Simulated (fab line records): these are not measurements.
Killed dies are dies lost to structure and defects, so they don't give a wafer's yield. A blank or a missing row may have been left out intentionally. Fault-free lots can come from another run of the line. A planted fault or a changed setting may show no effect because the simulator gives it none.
Split-lot experiment | flow berkeley cmos170 | 5 lots, 23 wafers read, on a route of 331 steps

== ABOUT THE SPLIT ==
At UCB170_NWELL_CVD_04 (deposits Si3N4 from SiH2Cl2/NH3, target thk 224 nm, time 3360 s), the setting pressure mtorr was moved away from the recipe's 200 mTorr on 15 of the 23 wafers read, by -14.4% to +7.3%. This setting was run at the recipe's value on the other wafers.

No step appears in the file between the split and the reading.

== THE READING ==
At UCB170_NWELL_THK_MEAS_05: NWELL_NITRIDE_THK, given in nm. On this fab line, fault-free wafers typically give 225.6 nm with a standard deviation of 2.2 nm.

wafer  | tool, chamber at the split | pressure mtorr as run, mTorr | against the recipe | NWELL_NITRIDE_THK, nm | against lot-mates on the recipe
L076.2 | lpcvd-02, 1                | 200                          | recipe             | 227.3                 | -
L076.4 | lpcvd-02, 1                | 200                          | recipe             | 227.6                 | -
L076.6 | lpcvd-02, 1                | 200                          | recipe             | 226.2                 | -
L080.1 | -, -                       | 200                          | recipe             | 225.2                 | -
L080.2 | -, -                       | 200                          | recipe             | 224.4                 | -
L080.3 | -, -                       | 200                          | recipe             | 224.6                 | -
L080.4 | -, -                       | 200                          | recipe             | 223.7                 | -
L080.6 | -, -                       | 200                          | recipe             | 223.6                 | -
L081.1 | -, -                       | 178.2                        | -10.9%             | 213.5                 | no lot-mate on the recipe
L081.3 | -, -                       | 178.2                        | -10.9%             | 214.3                 | no lot-mate on the recipe
L081.4 | -, -                       | 178.2                        | -10.9%             | 214.6                 | no lot-mate on the recipe
L081.5 | -, -                       | 178.2                        | -10.9%             | 214.4                 | no lot-mate on the recipe
L081.6 | -, -                       | 178.2                        | -10.9%             | 214.3                 | no lot-mate on the recipe
L082.1 | -, -                       | 214.7                        | +7.3%              | 228.3                 | no lot-mate on the recipe
L082.2 | -, -                       | 214.7                        | +7.3%              | 231.3                 | no lot-mate on the recipe
L082.4 | -, -                       | 214.7                        | +7.3%              | 232.9                 | no lot-mate on the recipe
L082.5 | -, -                       | 214.7                        | +7.3%              | 229.3                 | no lot-mate on the recipe
L082.6 | -, -                       | 214.7                        | +7.3%              | 229.8                 | no lot-mate on the recipe
L083.1 | -, -                       | 171.2                        | -14.4%             | 211.1                 | no lot-mate on the recipe
L083.2 | -, -                       | 171.2                        | -14.4%             | 213.1                 | no lot-mate on the recipe
L083.3 | -, -                       | 171.2                        | -14.4%             | 213.3                 | no lot-mate on the recipe
L083.5 | -, -                       | 171.2                        | -14.4%             | 212.2                 | no lot-mate on the recipe
L083.6 | -, -                       | 171.2                        | -14.4%             | 213.2                 | no lot-mate on the recipe

FIT RESULTS
A straight line over all 23 wafers: NWELL_NITRIDE_THK changes by +0.863 nm for each +1% of pressure mtorr; r = +0.98; the points scatter about the line by 1.5 nm.
Too few moved wafers with a lot-mate on the recipe to fit a line net of each lot's own level.

== THE WHOLE CHAIN: every reading that the file lists as answering this split, in the file's order ==
step                     | what it does                                                                 | reading                                                                       | change (the file's fit)               | r (the file's)
UCB170_NWELL_CVD_04      | deposits Si3N4 from SiH2Cl2/NH3, target thk 224 nm, time 3360 s              | Si3N4_of_NWELL_CVD_04.thk nm (the simulator's own value, which no gauge read) | +0.866 nm for each +1% of the setting | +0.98
UCB170_NWELL_THK_MEAS_05 |                                                                              | NWELL_NITRIDE_THK                                                             | +0.863 for each +1% of the setting    | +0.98
UCB170_NWELL_ETCH_13     | etches Si3N4 in CH3F/Ar/O2, stops on SiO2, target depth 246.4 nm, time 154 s | etch.depth nm (the simulator's own value, which no gauge read)                | +0.9 nm for each +1% of the setting   | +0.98

== THE FILE'S OWN FIT ==
NWELL_NITRIDE_THK changes by +0.863 nm for each +1% of pressure mtorr, r = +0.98.
